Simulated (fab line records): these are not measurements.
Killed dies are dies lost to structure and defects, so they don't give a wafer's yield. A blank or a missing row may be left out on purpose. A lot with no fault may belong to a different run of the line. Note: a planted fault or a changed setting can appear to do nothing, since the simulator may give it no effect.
fab line records | flow berkeleyCmos170
record lots=5 wafers=23
route steps=331 shown NSD@195 SDANNEAL@205 NLDD@209 M1@238 V1@268 M2@283 M3@310
startH: hours from the record's opening day to when the first of the lot's shown wafers began | waitH: time in hours since the lot's previous step | " the same as in the row above | L1.1+2: a row that stands for several wafers | - no value present, or no start provided | * or withheld: withheld | < > ~ a bound
route shown NAME@n: a module of which the file shows steps, and the number in the route of the first | usual: mean/standard deviation of fault-free wafers | same: alike in all rows | chamber/n: place in a boat | sites: the reading at each site | _std_site: how widely they spread, as a standard deviation | _edge_site: the outer-site mean with the inner-site mean subtracted | radiusMm: how far each site lies from the wafer's centre | mask NAME#n: copy n | behind: the most recent tool/chamber to have shaped the wafer | hold: what put the lot on hold/how long, in hours/how the hold closed | device: the n, p or np transistor that did not switch | end of line: tests of these same wafers at the route's end | where a step has no rows: the recipe by itself | killed: not the wafer's yield, but the dies lost to structure and defects at the first sort | map: a wafer's dies, marking killed ones x, the rest . and places with no die _
set.NAME: the run value of the setting; set.NAME@STEP: its run value at that earlier step | model.NAME: the simulator's own value behind a step, which no gauge read
lots run with intentionally changed settings; tables by step, rows by wafer
## steps
# step UCB170_NSD_IMPLANT_08
# recipe species=P doseCm2=3e+15 energyKev=40 tiltDeg=7
# columns lot.wafer tool chamber startH waitH set.doseCm2
L074.1+2+3+4+6 implanter-02 0 126.62 0.0 3e+15
L077.1+3+6 implanter-03 0 146.17 0.0 3.152e+15
L077.2+5 " 0 " " 3e+15
L078.1+2+3+4+6 implanter-04 0 160.46 0.0 3e+15
L079.2+3+5 implanter-02 0 160.65 0.0 3e+15
L080.2+4+5 implanter-03 0 161.04 0.0 3.105e+15
L080.3+6 " 0 " " 3e+15
# step UCB170_NSD_STRIP_09
# recipe chemistry=O2 powerW=400 pressureMtorr=3500 platenTempC=withheld o2FlowSccm=400 overashFraction=0.5
# usual stripTimeToEndpointS=35.80/0.077
# columns lot.wafer tool chamber startH waitH set.resistThkNm@NSD_COAT_01 set.doseCm2@NSD_IMPLANT_08 stripTimeToEndpointS
L074.1 plasmaAsher-04 1 126.77 0.1 946.5 3e+15 36.98
L074.2 " 0 " " 900 3e+15 35.85
L074.3 " 0 " " 946.5 3e+15 36.95
L074.4 " 1 " " 900 3e+15 35.75
L074.6 " 1 " " 900 3e+15 35.88
L077.1 plasmaAsher-03 0 146.32 0.1 928.6 3.152e+15 37.02
L077.2 " 1 " " 900 3e+15 35.73
L077.3 " 0 " " 928.6 3.152e+15 36.99
L077.5 " 0 " " 928.6 3e+15 36.49
L077.6 " 1 " " 900 3.152e+15 36.20
L078.1 plasmaAsher-03 1 160.61 0.1 900 3e+15 35.89
L078.2 " 0 " " 900 3e+15 35.79
L078.3 " 1 " " 900 3e+15 35.80
L078.4 " 0 " " 900 3e+15 35.85
L078.6 " 0 " " 900 3e+15 35.86
L079.2 plasmaAsher-04 1 160.78 0.1 900 3e+15 35.90
L079.3 " 0 " " 900 3e+15 35.85
L079.5 " 1 " " 900 3e+15 35.91
L080.2 plasmaAsher-04 1 161.16 0.1 854.2 3.105e+15 35.09
L080.3 " 1 " " 900 3e+15 35.81
L080.4 " 0 " " 854.2 3.105e+15 35.12
L080.5 " 1 " " 900 3.105e+15 36.19
L080.6 " 0 " " 854.2 3e+15 34.77
# step UCB170_NSD_CLEAN_11
# recipe chemistry=SPM tempC=120 timeS=600
# step UCB170_SDANNEAL_RTA_01
# recipe tempC=1050 timeS=5 ambient=N2
# step UCB170_SDANNEAL_RS_MEAS_03
# recipe thkMeasGauge=four-point-probe
# usual NSD_RS=37.28/0.11
# columns lot.wafer tool chamber startH waitH set.doseCm2@NSD_IMPLANT_08 NSD_RS[ohm/sq]
L074.1 filmMetro-03 - 128.07 0.1 3e+15 37.19
L074.2 " - " " 3e+15 37.20
L074.3 " - " " 3e+15 37.08
L074.4 " - " " 3e+15 37.22
L074.6 " - " " 3e+15 37.20
L077.1 filmMetro-02 - 147.71 0.1 3.152e+15 36.46
L077.2 " - " " 3e+15 37.28
L077.3 " - " " 3.152e+15 36.52
L077.5 " - " " 3e+15 37.33
L077.6 " - " " 3.152e+15 36.58
L078.1 filmMetro-01 - 165.84 0.1 3e+15 37.25
L078.2 " - " " 3e+15 37.15
L078.3 " - " " 3e+15 37.14
L078.4 " - " " 3e+15 37.16
L078.6 " - " " 3e+15 37.12
L079.2 filmMetro-03 - 165.86 0.1 3e+15 37.31
L079.3 " - " " 3e+15 37.22
L079.5 " - " " 3e+15 37.22
L080.2 filmMetro-02 - 165.98 0.1 3.105e+15 36.86
L080.3 " - " " 3e+15 37.49
L080.4 " - " " 3.105e+15 36.69
L080.5 " - " " 3.105e+15 36.67
L080.6 " - " " 3e+15 37.34
# step UCB170_SDANNEAL_RS_MEAS_05
# recipe thkMeasGauge=four-point-probe
# usual NLDD_RS=616.8/1.3
# columns lot.wafer tool chamber startH waitH set.energyKev@NLDD_IMPLANT_08 NLDD_RS[ohm/sq]
L074.1 filmMetro-03 - 128.31 0.1 30 616.3
L074.2 " - " " 30 616.2
L074.3 " - " " 31.14 613.8
L074.4 " - " " 31.14 613.0
L074.6 " - " " 31.14 615.8
L077.1 filmMetro-02 - 147.95 0.1 31.62 614.1
L077.2 " - " " 30 616.4
L077.3 " - " " 30 618.3
L077.5 " - " " 30 618.8
L077.6 " - " " 31.62 611.4
L078.1 filmMetro-01 - 166.08 0.1 30 615.6
L078.2 " - " " 31.5 611.6
L078.3 " - " " 31.5 612.2
L078.4 " - " " 31.5 612.2
L078.6 " - " " 30 615.6
L079.2 filmMetro-03 - 166.10 0.1 30 614.4
L079.3 " - " " 30 616.3
L079.5 " - " " 30 616.1
L080.2 filmMetro-02 - 166.22 0.1 28.9 622.7
L080.3 " - " " 30 619.2
L080.4 " - " " 30 618.9
L080.5 " - " " 28.9 621.5
L080.6 " - " " 28.9 623.1
# step UCB170_M1_SPUTTER_00
# recipe material=Al targetThkNm=600 timeS=80 powerW=6000 chamberPressurePa=0.5
# columns lot.wafer tool chamber startH waitH set.powerW model.Al_of_M1_SPUTTER_00.thkNm
L074.1 pvdSputter-03 - 133.19 0.0 6000 611.6
L074.2 " - " " 6000 601.2
L074.3 " - " " 6000 604
L074.4 " - " " 6000 600.7
L074.6 " - " " 6000 604.1
L077.1 pvdSputter-01 - 154.42 0.0 5524 555
L077.2 " - " " 6000 598.8
L077.3 " - " " 6000 600.2
L077.5 " - " " 6000 607.3
L077.6 " - " " 5524 548.3
L079.2 pvdSputter-04 - 171.42 0.0 6000 596.4
L079.3 " - " " 6000 598.4
L079.5 " - " " 6000 595.4
L078.1 pvdSputter-01 - 171.81 0.0 6000 610.3
L078.2 " - " " 6000 599.1
L078.3 " - " " 6000 603.7
L078.4 " - " " 5537 549.7
L078.6 " - " " 5537 548.4
L080.2 pvdSputter-03 - 172.09 0.0 6000 599.3
L080.3 " - " " 6000 602.5
L080.4 " - " " 6346 634
L080.5 " - " " 6346 635
L080.6 " - " " 6000 607.6
# step UCB170_M1_RS_MEAS_01
# recipe thkMeasGauge=four-point-probe reads=Al_of_M1_SPUTTER_00
# usual M1_AL_RS=0.0486/0.00046
# columns lot.wafer tool chamber startH waitH set.powerW@M1_SPUTTER_00 M1_AL_RS[ohm/sq]
L074.1 filmMetro-03 - 133.25 0.0 6000 0.0475
L074.2 " - " " 6000 0.0485
L074.3 " - " " 6000 0.0481
L074.4 " - " " 6000 0.0483
L074.6 " - " " 6000 0.0482
L077.1 filmMetro-01 - 154.49 0.0 5524 0.0526
L077.2 " - " " 6000 0.0487
L077.3 " - " " 6000 0.0487
L077.5 " - " " 6000 0.0479
L077.6 " - " " 5524 0.0531
L079.2 filmMetro-02 - 171.50 0.1 6000 0.0489
L079.3 " - " " 6000 0.0488
L079.5 " - " " 6000 0.0490
L078.1 filmMetro-03 - 171.87 0.0 6000 0.0476
L078.2 " - " " 6000 0.0486
L078.3 " - " " 6000 0.0483
L078.4 " - " " 5537 0.0530
L078.6 " - " " 5537 0.0532
L080.2 filmMetro-01 - 172.17 0.1 6000 0.0487
L080.3 " - " " 6000 0.0483
L080.4 " - " " 6346 0.0459
L080.5 " - " " 6346 0.0458
L080.6 " - " " 6000 0.0480
# step UCB170_M1_THK_MEAS_02
# recipe thkMeasGauge=xrf reads=Al_of_M1_SPUTTER_00
# usual M1_AL_THK=590/7.6
# columns lot.wafer tool chamber startH waitH set.powerW@M1_SPUTTER_00 M1_AL_THK[nm]
L074.1 filmMetro-03 - 133.37 0.1 6000 607
L074.2 " - " " 6000 599
L074.3 " - " " 6000 600
L074.4 " - " " 6000 595
L074.6 " - " " 6000 602
L077.1 filmMetro-01 - 154.61 0.1 5524 546
L077.2 " - " " 6000 588
L077.3 " - " " 6000 588
L077.5 " - " " 6000 595
L077.6 " - " " 5524 538
L079.2 filmMetro-02 - 171.61 0.1 6000 578
L079.3 " - " " 6000 582
L079.5 " - " " 6000 581
L078.1 filmMetro-03 - 171.99 0.1 6000 609
L078.2 " - " " 6000 600
L078.3 " - " " 6000 603
L078.4 " - " " 5537 549
L078.6 " - " " 5537 549
L080.2 filmMetro-01 - 172.28 0.1 6000 588
L080.3 " - " " 6000 591
L080.4 " - " " 6346 623
L080.5 " - " " 6346 623
L080.6 " - " " 6000 599
# step UCB170_V1_ETCH_14
# recipe chemistry=CHF3/CF4/Ar target=SiO2 stopOn=Al CHF3_flow_sccm=45 cf4FlowSccm=15 Ar_flow_sccm=150 pressureMtorr=200 rfW=700 targetDepthA=12500 overEtchFrac=0.25 timeS=291
# columns lot.wafer tool chamber startH waitH set.timeS
L074.1+2+4 rieDiel-01 0,2,2 146.05 0.0 309.1
L074.3+6 " 3 " " 291
L077.1+5+6 rieDiel-01 0,3,2 161.32 0.0 291
L077.2+3 " 2,3 " " 264.5
L079.2+3+5 rieDiel-04 3,2,3 180.23 0.0 291
L080.2+6 rieDiel-02 2,0 180.51 0.0 291
L080.3+4+5 " 0,1,1 " " 308.9
L078.1+3+6 rieDiel-04 3,1,3 180.74 0.0 291
L078.2+4 " 0,2 " " 302
# step UCB170_V1_STRIP_15
# recipe chemistry=O2 powerW=400 pressureMtorr=3500 platenTempC=withheld o2FlowSccm=400 overashFraction=0.5
# usual stripTimeToEndpointS=15.33/0.12
# columns lot.wafer tool chamber startH waitH set.timeS@V1_ETCH_14 stripTimeToEndpointS
L074.1 plasmaAsher-02 0 146.22 0.1 309.1 14.93
L074.2 " 1 " " 309.1 14.70
L074.3 " 1 " " 291 15.22
L074.4 " 0 " " 309.1 14.66
L074.6 " 0 " " 291 15.29
L077.1 plasmaAsher-02 0 161.50 0.1 291 15.26
L077.2 " 1 " " 264.5 15.81
L077.3 " 0 " " 264.5 15.69
L077.5 " 1 " " 291 15.29
L077.6 " 0 " " 291 15.15
L079.2 plasmaAsher-02 1 180.41 0.1 291 15.42
L079.3 " 0 " " 291 15.37
L079.5 " 0 " " 291 15.43
L080.2 plasmaAsher-03 1 180.69 0.1 291 15.39
L080.3 " 0 " " 308.9 15.00
L080.4 " 1 " " 308.9 15.02
L080.5 " 1 " " 308.9 15.05
L080.6 " 0 " " 291 15.50
L078.1 plasmaAsher-02 1 180.92 0.1 291 15.33
L078.2 " 0 " " 302 15.19
L078.3 " 1 " " 291 15.25
L078.4 " 0 " " 302 15.03
L078.6 " 1 " " 291 15.31
# step UCB170_M2_EXPOSE_12
# recipe maskId=METAL2 targetCdNm=700 na=0.5 sigmaOuter=0.6 sourceShape=conventional doseMj=26
# columns lot.wafer tool chamber startH waitH mask set.doseMj
L074.1+4+6 krfScanner-01 0 148.68 - METAL2#0 26
L074.2+3 " 0 " " METAL2#0 24.63
L077.1+2+5 krfScanner-01 0 164.54 - METAL2#0 26
L077.3+6 " 0 " " METAL2#0 24.58
L079.2+3+5 krfScanner-01 0 182.16 - METAL2#0 26
L080.2+5 krfScanner-02 0 182.56 - METAL2#0 27.34
L080.3+4+6 " 0 " " METAL2#0 26
L078.1+4 krfScanner-01 0 182.99 - METAL2#0 26.67
L078.2+3+6 " 0 " " METAL2#0 26
# step UCB170_M2_DEVELOP_14
# recipe developer=TMAH developTimeS=45 resist=KrF devTempC=21
# columns lot.wafer tool chamber startH waitH set.devTempC
L074.1+6 lithoTrack-02 0 - - 21
L074.2+3+4 " 0 " " 22.61
L077.1+3+6 lithoTrack-04 0 - - 23.95
L077.2+5 " 0 " " 21
L079.2+3+5 lithoTrack-01 0 - - 21
L080.2+3+4+5+6 lithoTrack-04 0 - - 21
L078.1+4+6 lithoTrack-04 0 - - 22.91
L078.2+3 " 0 " " 21
# step UCB170_M2_CD_MEAS_15
# recipe targetCdNm=700
# usual cdNm=699.4/1.2
# columns lot.wafer tool chamber startH waitH set.doseMj@M2_EXPOSE_12 cdNm
L074.1 cdSem-02 - 149.34 - 26 696.5
L074.2 " - " " 24.63 708.0
L074.3 " - " " 24.63 708.4
L074.4 " - " " 26 698.0
L074.6 " - " " 26 697.9
L077.1 cdSem-01 - 165.17 - 26 697.4
L077.2 " - " " 26 699.0
L077.3 " - " " 24.58 707.2
L077.5 " - " " 26 700.4
L077.6 " - " " 24.58 708.9
L079.2 cdSem-01 - 182.90 - 26 699.4
L079.3 " - " " 26 697.5
L079.5 " - " " 26 700.3
L080.2 cdSem-01 - 183.16 - 27.34 692.2
L080.3 " - " " 26 699.1
L080.4 " - " " 26 700.9
L080.5 " - " " 27.34 691.3
L080.6 " - " " 26 699.4
L078.1 cdSem-01 - 183.48 - 26.67 695.1
L078.2 " - " " 26 699.4
L078.3 " - " " 26 699.2
L078.4 " - " " 26.67 696.2
L078.6 " - " " 26 699.9
# step UCB170_M2_ETCH_17
# recipe chemistry=N2/H2 targetDepthA=withheld overetchA=withheld target=BARC timeS=withheld sourceW=500 biasW=100 pressureMtorr=30 n2FlowSccm=100 h2FlowSccm=200
# columns lot.wafer tool chamber startH waitH set.doseMj@M2_EXPOSE_12 model.M2.cdNm
L074.1 rieDiel-01 2 149.50 0.0 26 695.6
L074.2 " 3 " " 24.63 706.9
L074.3 " 0 " " 24.63 707.4
L074.4 " 2 " " 26 697
L074.6 " 0 " " 26 697.4
L077.1 rieDiel-02 0 165.33 0.0 26 697.9
L077.2 " 2 " " 26 700
L077.3 " 1 " " 24.58 707.4
L077.5 " 0 " " 26 700.4
L077.6 " 3 " " 24.58 710
L079.2 rieDiel-01 3 183.04 0.0 26 699
L079.3 " 0 " " 26 697
L079.5 " 0 " " 26 699.5
L080.2 rieDiel-03 1 183.29 0.0 27.34 692.8
L080.3 " 3 " " 26 699.7
L080.4 " 0 " " 26 700.8
L080.5 " 0 " " 27.34 691.8
L080.6 " 1 " " 26 700.1
L078.1 rieDiel-03 3 183.64 0.0 26.67 695.6
L078.2 " 1 " " 26 699.9
L078.3 " 0 " " 26 699.3
L078.4 " 2 " " 26.67 695.5
L078.6 " 1 " " 26 700.2
# step UCB170_M3_SPUTTER_01
# recipe material=Al targetThkNm=900 timeS=120 powerW=6000 chamberPressurePa=0.5
# columns lot.wafer tool chamber startH waitH set.timeS model.Al_of_M3_SPUTTER_01.thkNm
L074.1 pvdSputter-04 - 153.05 0.0 120 894.8
L074.2 " - " " 120 896.4
L074.3 " - " " 120 897.9
L074.4 " - " " 120 895.8
L074.6 " - " " 120 898.1
L077.1 pvdSputter-03 - 169.24 0.0 120 897.9
L077.2 " - " " 110.5 821.1
L077.3 " - " " 110.5 852
L077.5 " - " " 120 901.9
L077.6 " - " " 110.5 850.6
L079.2 pvdSputter-02 - 187.18 0.0 120 909.7
L079.3 " - " " 120 905.3
L079.5 " - " " 120 901.7
L080.2 pvdSputter-04 - 187.94 0.0 120 898.5
L080.3 " - " " 120 905.3
L080.4 " - " " 120 899.5
L080.5 " - " " 120 897.7
L080.6 " - " " 120 898.8
L078.1 pvdSputter-03 - 188.18 0.0 120 910.1
L078.2 " - " " 120 906.3
L078.3 " - " " 114 882.3
L078.4 " - " " 120 915.8
L078.6 " - " " 114 868.3
# step UCB170_M3_RS_MEAS_02
# recipe thkMeasGauge=four-point-probe reads=Al_of_M3_SPUTTER_01
# usual M3_AL_RS=0.0320/0.00037
# columns lot.wafer tool chamber startH waitH set.timeS@M3_SPUTTER_01 M3_AL_RS[ohm/sq]
L074.1 filmMetro-01 - 153.14 0.0 120 0.0324
L074.2 " - " " 120 0.0323
L074.3 " - " " 120 0.0322
L074.4 " - " " 120 0.0323
L074.6 " - " " 120 0.0323
L077.1 filmMetro-03 - 169.33 0.0 120 0.0322
L077.2 " - " " 110.5 0.0353
L077.3 " - " " 110.5 0.0340
L077.5 " - " " 120 0.0321
L077.6 " - " " 110.5 0.0341
L079.2 filmMetro-03 - 187.28 0.1 120 0.0318
L079.3 " - " " 120 0.0319
L079.5 " - " " 120 0.0321
L080.2 filmMetro-01 - 188.04 0.1 120 0.0322
L080.3 " - " " 120 0.0319
L080.4 " - " " 120 0.0322
L080.5 " - " " 120 0.0323
L080.6 " - " " 120 0.0322
L078.1 filmMetro-03 - 188.26 0.0 120 0.0318
L078.2 " - " " 120 0.0320
L078.3 " - " " 114 0.0328
L078.4 " - " " 120 0.0316
L078.6 " - " " 114 0.0334
# step UCB170_M3_THK_MEAS_03
# recipe thkMeasGauge=xrf reads=Al_of_M3_SPUTTER_01
# usual M3_AL_THK=893/14
# columns lot.wafer tool chamber startH waitH set.timeS@M3_SPUTTER_01 M3_AL_THK[nm]
L074.1 filmMetro-01 - 153.26 0.1 120 878
L074.2 " - " " 120 885
L074.3 " - " " 120 882
L074.4 " - " " 120 877
L074.6 " - " " 120 885
L077.1 filmMetro-03 - 169.45 0.1 120 895
L077.2 " - " " 110.5 821
L077.3 " - " " 110.5 850
L077.5 " - " " 120 903
L077.6 " - " " 110.5 848
L079.2 filmMetro-03 - 187.39 0.1 120 915
L079.3 " - " " 120 907
L079.5 " - " " 120 903
L080.2 filmMetro-01 - 188.15 0.1 120 883
L080.3 " - " " 120 887
L080.4 " - " " 120 886
L080.5 " - " " 120 878
L080.6 " - " " 120 883
L078.1 filmMetro-03 - 188.38 0.1 120 910
L078.2 " - " " 120 906
L078.3 " - " " 114 882
L078.4 " - " " 120 913
L078.6 " - " " 114 869
# step UCB170_M3_PEB_13
# recipe pebTempC=130 pebTimeS=withheld resist=KrF
# columns lot.wafer tool chamber startH waitH set.pebTempC
L074.1+2+6 lithoTrack-03 0 155.78 0.4 130
L074.3+4 " 0 " " 131.2
L077.1+2+3+5+6 lithoTrack-02 0 171.18 0.1 130
L079.2+3+5 lithoTrack-04 0 190.53 0.6 130
L080.2+3 lithoTrack-04 0 190.80 0.1 133.3
L080.4+5+6 " 0 " " 130
L078.1+3+6 lithoTrack-04 0 191.33 0.3 130
L078.2+4 " 0 " " 128.5
# step UCB170_M3_DEVELOP_14
# recipe developer=TMAH developTimeS=45 resist=KrF devTempC=21
# step UCB170_M3_CD_MEAS_15
# recipe targetCdNm=700
# usual cdNm=700.6/0.98
# columns lot.wafer tool chamber startH waitH set.pebTempC@M3_PEB_13 cdNm
L074.1 cdSem-02 - 156.06 - 130 699.5
L074.2 " - " " 130 699.8
L074.3 " - " " 131.2 692.6
L074.4 " - " " 131.2 692.2
L074.6 " - " " 130 699.7
L077.1 cdSem-01 - 171.45 - 130 702.3
L077.2 " - " " 130 700.6
L077.3 " - " " 130 702.0
L077.5 " - " " 130 702.1
L077.6 " - " " 130 702.3
L079.2 cdSem-01 - 190.80 - 130 701.7
L079.3 " - " " 130 701.4
L079.5 " - " " 130 702.1
L080.2 cdSem-02 - 191.07 - 133.3 680.8
L080.3 " - " " 133.3 681.7
L080.4 " - " " 130 701.2
L080.5 " - " " 130 702.1
L080.6 " - " " 130 701.3
L078.1 cdSem-02 - 191.60 - 130 701.0
L078.2 " - " " 128.5 711.8
L078.3 " - " " 130 699.9
L078.4 " - " " 128.5 711.0
L078.6 " - " " 130 700.7
# step UCB170_M3_ETCH_17
# recipe chemistry=N2/H2 targetDepthA=withheld overetchA=withheld target=BARC timeS=withheld sourceW=500 biasW=100 pressureMtorr=30 n2FlowSccm=100 h2FlowSccm=200
# columns lot.wafer tool chamber startH waitH set.pebTempC@M3_PEB_13 model.M3.cdNm
L074.1+6 rieDiel-04 2 156.21 0.0 130 699.3
L074.2 " 0 " " 130 699.6
L074.3 " 1 " " 131.2 692
L074.4 " 3 " " 131.2 691.9
L077.1 rieDiel-01 2 171.61 0.0 130 700.9
L077.2 " 3 " " 130 700.5
L077.3 " 1 " " 130 701.2
L077.5 " 3 " " 130 701.3
L077.6 " 0 " " 130 701.6
L079.2 rieDiel-01 2 190.93 0.0 130 701.5
L079.3 " 3 " " 130 700.5
L079.5 " 1 " " 130 701.3
L080.2 rieDiel-03 1 191.21 0.0 133.3 681.5
L080.3 " 3 " " 133.3 682.1
L080.4 " 1 " " 130 702
L080.5 " 2 " " 130 702.3
L080.6 " 3 " " 130 701.9
L078.1+6 rieDiel-04 0,2 191.76 0.0 130 700.9
L078.2 " 3 " " 128.5 711.9
L078.3 " 2 " " 130 699.9
L078.4 " 1 " " 128.5 710.1
## key
split step=UCB170_NSD_IMPLANT_08 setting=doseCm2 stated=3e+15 by=wafer
response step=UCB170_SDANNEAL_RS_MEAS_03 reading=NSD_RS change=-0.167 per=1% r=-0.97
response step=UCB170_NSD_STRIP_09 reading=stripTimeToEndpointS slope=* per=1% togetherWith=resistThkNm@NSD_COAT_01 explained=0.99
split step=UCB170_M1_SPUTTER_00 setting=powerW stated=6000 by=wafer
response step=UCB170_M1_SPUTTER_00 reading=model.Al_of_M1_SPUTTER_00.thkNm change=+6.47 per=1% r=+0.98
response step=UCB170_M1_RS_MEAS_01 reading=M1_AL_RS change=-0.000558 per=1% r=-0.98
response step=UCB170_M1_THK_MEAS_02 reading=M1_AL_THK change=+6.32 per=1% r=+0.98
split step=UCB170_V1_ETCH_14 setting=timeS stated=291 by=wafer
response step=UCB170_V1_STRIP_15 reading=stripTimeToEndpointS change=* per=1% r=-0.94
split step=UCB170_M2_EXPOSE_12 setting=doseMj stated=26 by=wafer
response step=UCB170_M2_CD_MEAS_15 reading=cdNm change=-1.74 per=1% r=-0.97
response step=UCB170_M2_ETCH_17 reading=model.M2.cdNm change=-1.74 per=1% r=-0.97
split step=UCB170_M2_DEVELOP_14 setting=devTempC stated=21 by=wafer
response none clear
split step=UCB170_M3_SPUTTER_01 setting=timeS stated=120 by=wafer
response step=UCB170_M3_SPUTTER_01 reading=model.Al_of_M3_SPUTTER_01.thkNm change=+7.32 per=1% r=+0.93
response step=UCB170_M3_RS_MEAS_02 reading=M3_AL_RS change=-0.000286 per=1% r=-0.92
response step=UCB170_M3_THK_MEAS_03 reading=M3_AL_THK change=+7.28 per=1% r=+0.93
split step=UCB170_M3_PEB_13 setting=pebTempC stated=130 by=wafer
response step=UCB170_M3_CD_MEAS_15 reading=cdNm change=-8.2 per=1% r=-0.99
response step=UCB170_M3_ETCH_17 reading=model.M3.cdNm change=-8.14 per=1% r=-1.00
split outsideThisFile step=UCB170_NLDD_IMPLANT_08 setting=energyKev
split outsideThisFile step=UCB170_NSD_COAT_01 setting=resistThkNm
# split outsideThisFile: this setting was split too, and the file shows its column; the key of that split is in another file
